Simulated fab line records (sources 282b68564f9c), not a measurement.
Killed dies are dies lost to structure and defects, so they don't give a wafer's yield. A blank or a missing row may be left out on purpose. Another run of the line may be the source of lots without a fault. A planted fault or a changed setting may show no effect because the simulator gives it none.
Which tool is to blame? | flow ritCmos | Sampling: 15 lots, 45 wafers, 2 of 202 route steps

## WHAT THE GAUGES SHOWED, per wafer
Not one reading of a measure or inspect step in the record can be checked against a usual standard deviation.

## WHAT TOOL EACH LOT RAN ON (gives the tool, then ch and the chambers of the sampled wafers, and finally the start)
lot  | RIT_GATE_ETCH_19               | RIT_M1_PROBE_99
L905 | rieSi-01 ch 2,3, day 2 18:31   | -
L906 | rieSi-02 ch 0,2,3, day 3 01:46 | -
L907 | rieSi-01 ch 0,1, day 3 03:21   | -
L908 | rieSi-02 ch 0,1,2, day 3 10:51 | -
L911 | rieSi-02 ch 1,2, day 3 23:16   | -
L910 | rieSi-01 ch 1,3, day 3 23:47   | -
L914 | rieSi-01 ch 0,1, day 4 20:48   | -
L916 | rieSi-01 ch 1,3, day 5 03:48   | -
L917 | rieSi-02 ch 0,1,3, day 5 06:13 | -
L919 | rieSi-02 ch 0,1,2, day 6 00:44 | -
L922 | rieSi-02 ch 0,1,3, day 6 20:38 | -
L925 | rieSi-02 ch 2,3, day 7 04:24   | -
L926 | rieSi-01 ch 0,1,2, day 7 13:55 | prober-01, day 8 12:17
L927 | rieSi-02 ch 0,1, day 7 19:14   | -
L928 | rieSi-01 ch 0,2,3, day 8 06:00 | -
- RIT_GATE_ETCH_19: etches poly-Si in SF6/CHF3/O2, stops on SiO2, time 165 s, target depth 312.5 nm.
- RIT_M1_PROBE_99

## WHAT THE TOOLS THEMSELVES READ (means of the sampled wafers that have a number; where no wafer has one, the mark that the record gives instead)
RIT_GATE_ETCH_19.
lot  | tool     | drypumpMotorCurrentA (A) | oesProductAu (a.u.) | runLengthS (s) | throttleValvePct (%)
L905 | rieSi-01 | 5.5                      | 0.845               | 193.0          | 10.13
L906 | rieSi-02 | 5.5                      | 0.850               | 193.4          | 10.19
L907 | rieSi-01 | 5.9                      | 0.836               | 193.3          | 10.30
L908 | rieSi-02 | 5.9                      | 0.852               | 193.9          | 10.17
L911 | rieSi-02 | 6.3                      | 0.859               | 193.7          | 10.14
L910 | rieSi-01 | 5.5                      | 0.724               | 239.0          | 10.16
L914 | rieSi-01 | 6.1                      | 0.710               | 239.5          | 10.38
L916 | rieSi-01 | 5.6                      | 0.714               | 239.1          | 10.20
L917 | rieSi-02 | 5.6                      | 0.847               | 193.5          | 10.18
L919 | rieSi-02 | 6.0                      | 0.847               | 193.6          | 10.17
L922 | rieSi-02 | 5.5                      | 0.854               | 193.5          | 10.18
L925 | rieSi-02 | 5.4                      | 0.860               | 193.3          | 10.19
L926 | rieSi-01 | 5.9                      | 0.855               | 193.4          | 10.26
L927 | rieSi-02 | 6.0                      | 0.841               | 193.9          | 10.17
L928 | rieSi-01 | 5.8                      | 0.836               | 193.1          | 10.24

RIT_M1_PROBE_99.
lot  | tool      | killed_at_M0_to_M3 | killedAtContacts | killedAtFrontEnd | killedDies | killedOpen | killedShort
L926 | prober-01 | 0.0                | 0.3              | 7                | 8          | 4.3        | 3.3

## THE ANSWER, worked out from the rows above alone
Rule: the lots themselves supply what counts as usual. The widest of any qualifying gaps counts: lots, ordered by their means at a reading, are off when they make up no more than a third of the lots, leave a main group of 4 or more, and stand apart from it by 3 or more times the standard deviation of that group's means. If all means in a main group match to the digits the tables above print for the reading, that group is not used. A lot without any number at a reading at which 4 lots or more have one is off too. Where the step has rows for the other lots, those lots are counted as sound. Order of review: gauges by route order, followed by the tools' own readings, for which a lot's mean as printed above is used. The first step at which some lot is off is used, and at that step the reading that is off furthest; a lot without a number counts as furthest.
Off, at RIT_GATE_ETCH_19 on runLengthS: L910, L914, L916. The main group has a mean of 193.5 s with a standard deviation of 0.27.
A tool fits if, at that step or a process step before it, it ran every lot that is off, and no sound lot after the first of them. Not one of the candidates tried fits.

## WHAT THE SIMULATOR HAD INSERTED
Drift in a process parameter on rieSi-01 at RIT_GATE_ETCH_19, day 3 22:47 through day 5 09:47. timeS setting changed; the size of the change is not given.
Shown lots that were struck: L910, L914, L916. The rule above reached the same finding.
